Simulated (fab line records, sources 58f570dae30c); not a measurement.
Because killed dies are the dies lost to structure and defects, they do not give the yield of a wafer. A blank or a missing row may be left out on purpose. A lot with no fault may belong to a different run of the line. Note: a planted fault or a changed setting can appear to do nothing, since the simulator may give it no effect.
What tool caused it? | flow berkeley-cmos170 | Sampling: 14 lots, 42 wafers, 6 of 331 route steps

## WHAT THE GAUGES READ, wafer by wafer
UCB170_NWELL_THK_MEAS_02. Usual: NWELL_OXIDE_THK gives 26.4 nm (standard deviation 0.48).
lot  | measured    | on            | NWELL_OXIDE_THK (nm) | flag
L541 | day 2 05:55 | film-metro-01 | 25.9 25.6 25.6       |
L543 | day 2 12:58 | film-metro-03 | 27.1 26.7 26.5       |
L544 | day 2 17:08 | film-metro-03 | 26.1 25.9 26.0       |
L546 | day 3 02:41 | film-metro-02 | 26.6 26.9 26.4       |
L547 | day 3 07:41 | film-metro-01 | 27.6 26.9 27.1       |
L548 | day 3 14:19 | film-metro-01 | 26.0 26.4 26.3       |
L550 | day 4 01:21 | film-metro-02 | 27.3 27.1 26.7       |
L551 | day 4 07:31 | film-metro-03 | 26.7 26.6 26.7       |
L552 | day 4 14:09 | film-metro-02 | 26.7 26.8 26.6       |
L553 | day 4 19:25 | film-metro-03 | 26.5 26.4 26.6       |
L554 | day 4 20:46 | film-metro-03 | 27.1 26.7 26.6       |
L555 | day 5 02:37 | film-metro-01 | 26.5 26.7 26.6       |
L559 | day 5 23:03 | film-metro-02 | 27.1 26.8 26.6       |
L560 | day 6 02:25 | film-metro-03 | 26.5 27.1 26.7       |

UCB170_PWELL_THK_MEAS_06. Usual: PWELL_NITRIDE_THK gives 220.3 nm (standard deviation 2.2).
lot  | measured    | on            | PWELL_NITRIDE_THK (nm) | flag
L541 | day 3 05:13 | film-metro-03 | 224.6 225.4 224.4      |
L543 | day 3 08:50 | film-metro-01 | 219.5 218.9 217.5      |
L544 | day 3 14:52 | film-metro-03 | 221.9 220.0 222.5      |
L546 | day 4 05:07 | film-metro-01 | 222.7 222.6 221.6      |
L547 | day 4 05:05 | film-metro-03 | 220.6 221.4 222.1      |
L548 | day 4 13:50 | film-metro-04 | 218.9 219.6 219.9      |
L550 | day 4 22:59 | film-metro-03 | 223.4 222.6 221.5      |
L551 | day 5 05:47 | film-metro-01 | 223.0 222.6 222.2      |
L552 | day 5 15:21 | film-metro-03 | 218.9 219.5 218.0      |
L553 | day 5 15:20 | film-metro-04 | 217.7 215.9 217.9      |
L554 | day 5 15:20 | film-metro-01 | 221.5 222.2 221.2      |
L555 | day 5 23:37 | film-metro-03 | 221.9 221.6 221.5      |
L559 | day 6 21:01 | film-metro-04 | 286.0 287.1 286.4      | OFF
L560 | day 7 07:00 | film-metro-04 | 292.0 288.6 290.6      | OFF

UCB170_SACOX_THK_MEAS_02. Usual: SACOX_OXIDE_THK gives 14.47 nm (standard deviation 0.26).
lot  | measured    | on            | SACOX_OXIDE_THK (nm) | flag
L541 | day 5 08:04 | film-metro-04 | 14.96 15.07 14.88    |
L543 | day 5 14:59 | film-metro-02 | 13.67 14.20 14.09    |
L544 | day 5 14:59 | film-metro-04 | 14.39 14.33 14.57    |
L546 | day 6 02:16 | film-metro-04 | 14.97 14.94 14.66    |
L547 | day 6 02:15 | film-metro-02 | 14.67 14.61 14.99    |
L548 | day 6 17:50 | film-metro-01 | 14.19 14.30 14.15    |
L550 | day 6 23:36 | film-metro-02 | 14.26 14.43 14.36    |
L551 | day 7 06:45 | film-metro-01 | 14.12 14.33 14.42    |
L552 | day 7 19:01 | film-metro-01 | 14.48 14.35 14.51    |
L553 | day 7 19:01 | film-metro-04 | 14.62 14.65 14.70    |
L554 | day 7 19:04 | film-metro-01 | 14.31 13.96 14.54    |
L555 | day 8 13:13 | film-metro-04 | 14.32 14.54 14.68    |

## WHAT TOOL EACH LOT RAN ON (gives the tool, then ch and the chambers of the sampled wafers, and finally the start)
lot  | UCB170_PWELL_CVD_05        | UCB170_PWELL_ETCH_14              | UCB170_PWELL_STRIP_16
L541 | lpcvd-02 ch 1, day 3 03:17 | rie-diel-01 ch 0,3, day 3 06:08   | plasma-asher-02 ch 0,1, day 3 06:26
L543 | lpcvd-01 ch 1, day 3 05:58 | rie-diel-02 ch 0,3, day 3 09:46   | plasma-asher-02 ch 0, day 3 10:01
L544 | lpcvd-02 ch 1, day 3 12:57 | rie-diel-02 ch 0,1,2, day 3 17:09 | plasma-asher-03 ch 1, day 3 17:24
L546 | lpcvd-01 ch 0, day 4 03:07 | rie-diel-02 ch 0,1,2, day 4 06:40 | plasma-asher-02 ch 0,1, day 4 06:55
L547 | lpcvd-01 ch 0, day 4 03:07 | rie-diel-03 ch 0,1,3, day 4 06:27 | plasma-asher-04 ch 0,1, day 4 06:42
L548 | lpcvd-02 ch 0, day 4 10:57 | rie-diel-03 ch 0,1,3, day 4 15:14 | plasma-asher-04 ch 0,1, day 4 15:29
L550 | lpcvd-01 ch 0, day 4 21:03 | rie-diel-01 ch 0,1,2, day 5 00:04 | plasma-asher-04 ch 0,1, day 5 00:20
L551 | lpcvd-01 ch 1, day 5 03:52 | rie-diel-03 ch 0,2, day 5 07:03   | plasma-asher-04 ch 0,1, day 5 07:18
L552 | lpcvd-01 ch 1, day 5 13:24 | rie-diel-03 ch 0,1,2, day 5 16:16 | plasma-asher-04 ch 0,1, day 5 16:32
L553 | lpcvd-01 ch 1, day 5 13:24 | rie-diel-01 ch 1,2, day 5 17:02   | plasma-asher-02 ch 0,1, day 5 17:22
L554 | lpcvd-01 ch 0, day 5 13:24 | rie-diel-03 ch 0,1,2, day 5 16:59 | plasma-asher-02 ch 0,1, day 5 17:16
L555 | lpcvd-02 ch 0, day 5 21:41 | rie-diel-01 ch 0,1,3, day 6 00:59 | plasma-asher-02 ch 0,1, day 6 01:14
L559 | lpcvd-01 ch 0, day 6 19:05 | rie-diel-02 ch 0,1,2, day 6 22:46 | plasma-asher-02 ch 0, day 6 23:01
L560 | lpcvd-01 ch 0, day 7 05:05 | rie-diel-03 ch 0,1,3, day 7 08:05 | plasma-asher-02 ch 0,1, day 7 08:20
- UCB170_PWELL_CVD_05: deposits Si3N4 from SiH2Cl2/NH3, target thk 220 nm, time 3300 s.
- UCB170_PWELL_ETCH_14: etches Si3N4 in CH3F/Ar/O2, stops on SiO2, target depth 242 nm, time 151 s.
- UCB170_PWELL_STRIP_16: strips in O2.

## WHAT THE TOOLS THEMSELVES READ (means of the sampled wafers that have a number; where no wafer has one, the mark that the record gives instead)
UCB170_PWELL_CVD_05. Usual: susceptor-temp-C reads 799.9 C (standard deviation 0.35).
lot  | tool     | susceptor-temp-C (C) | flag
L541 | lpcvd-02 | 800.0                |
L543 | lpcvd-01 | 799.7                |
L544 | lpcvd-02 | 800.6                |
L546 | lpcvd-01 | 800.1                |
L547 | lpcvd-01 | 799.8                |
L548 | lpcvd-02 | 799.7                |
L550 | lpcvd-01 | 800.5                |
L551 | lpcvd-01 | 799.9                |
L552 | lpcvd-01 | 800.1                |
L553 | lpcvd-01 | 800.1                |
L554 | lpcvd-01 | 799.9                |
L555 | lpcvd-02 | 800.0                |
L559 | lpcvd-01 | 799.9                |
L560 | lpcvd-01 | 799.9                |

UCB170_PWELL_ETCH_14. Usual: drypump-motor-current-A 5.6 A, standard deviation 0.57; oes-product-au 0.937 a.u., standard deviation 0.016; throttle-valve-pct 7.99 %, standard deviation 0.14.
lot  | tool        | drypump-motor-current-A (A) | oes-product-au (a.u.) | throttle-valve-pct (%) | flag
L541 | rie-diel-01 | 6.0                         | 0.948                 | 8.09                   |
L543 | rie-diel-02 | 5.9                         | 0.919                 | 7.92                   |
L544 | rie-diel-02 | 6.2                         | 0.932                 | 7.96                   |
L546 | rie-diel-02 | 6.1                         | 0.937                 | 7.97                   |
L547 | rie-diel-03 | 5.1                         | 0.933                 | 7.93                   |
L548 | rie-diel-03 | 5.2                         | 0.924                 | 7.94                   |
L550 | rie-diel-01 | 5.7                         | 0.966                 | 8.19                   |
L551 | rie-diel-03 | 5.6                         | 0.933                 | 7.89                   |
L552 | rie-diel-03 | 5.5                         | 0.927                 | 7.93                   |
L553 | rie-diel-01 | 5.5                         | 0.955                 | 8.15                   |
L554 | rie-diel-03 | 5.5                         | 0.934                 | 7.91                   |
L555 | rie-diel-01 | 5.6                         | 0.952                 | 8.09                   |
L559 | rie-diel-02 | 6.2                         | 0.997                 | 7.98                   | OFF
L560 | rie-diel-03 | 5.2                         | 0.989                 | 7.94                   | OFF

UCB170_PWELL_STRIP_16. Usual: drypump-motor-current-A 5.8 A, standard deviation 0.59; oes-product-au 0.721 a.u., standard deviation 0.005; strip-time-to-endpoint-s 18.07 s, standard deviation 0.11.
lot  | tool            | drypump-motor-current-A (A) | oes-product-au (a.u.) | strip-time-to-endpoint-s (s) | flag
L541 | plasma-asher-02 | 6.1                         | 0.721                 | 18.17                        |
L543 | plasma-asher-02 | 5.3                         | 0.716                 | 18.22                        |
L544 | plasma-asher-03 | 5.7                         | 0.716                 | 18.06                        |
L546 | plasma-asher-02 | 6.1                         | 0.716                 | 18.06                        |
L547 | plasma-asher-04 | 5.5                         | 0.723                 | 18.05                        |
L548 | plasma-asher-04 | 5.9                         | 0.718                 | 18.09                        |
L550 | plasma-asher-04 | 5.4                         | 0.722                 | 18.05                        |
L551 | plasma-asher-04 | 5.4                         | 0.717                 | 18.08                        |
L552 | plasma-asher-04 | 5.4                         | 0.725                 | 18.10                        |
L553 | plasma-asher-02 | 6.1                         | 0.722                 | 18.02                        |
L554 | plasma-asher-02 | 6.1                         | 0.718                 | 18.19                        |
L555 | plasma-asher-02 | 6.1                         | 0.719                 | 18.05                        |
L559 | plasma-asher-02 | 5.3                         | 0.723                 | 18.09                        |
L560 | plasma-asher-02 | 5.7                         | 0.724                 | 18.01                        |

## THE ANSWER, worked out from the rows above alone
Rule: a lot is off if the mean of its wafers that have a number lies more than 3 standard deviations from the usual mean. Also off: a lot with no number at a reading for which 4 or more lots have one. The other lots that the step has rows for count as sound. The gauges are gone through in route order, then the tools' own readings, and for those a lot's mean is taken as printed above. The first step at which some lot is off is used, and at that step the reading that is off furthest; a lot without a number counts as furthest.
Off: at UCB170_PWELL_THK_MEAS_06 (PWELL_NITRIDE_THK), L559, L560.
A tool fits if, at a process step before that reading, it ran every lot that is off, and no sound lot after the first of them. The gauges at UCB170_PWELL_THK_MEAS_06 aren't tried: what is off there is off at UCB170_PWELL_ETCH_14 too, on other tools, and a gauge's error can't cause that. One candidate fits, namely lpcvd-01 at UCB170_PWELL_CVD_05. Its last sound lot is L552 (day 5 13:24), its first lot that is off L559 (day 6 19:05): a fault that began between those two fits.

## WHAT THE SIMULATOR HAD INSERTED
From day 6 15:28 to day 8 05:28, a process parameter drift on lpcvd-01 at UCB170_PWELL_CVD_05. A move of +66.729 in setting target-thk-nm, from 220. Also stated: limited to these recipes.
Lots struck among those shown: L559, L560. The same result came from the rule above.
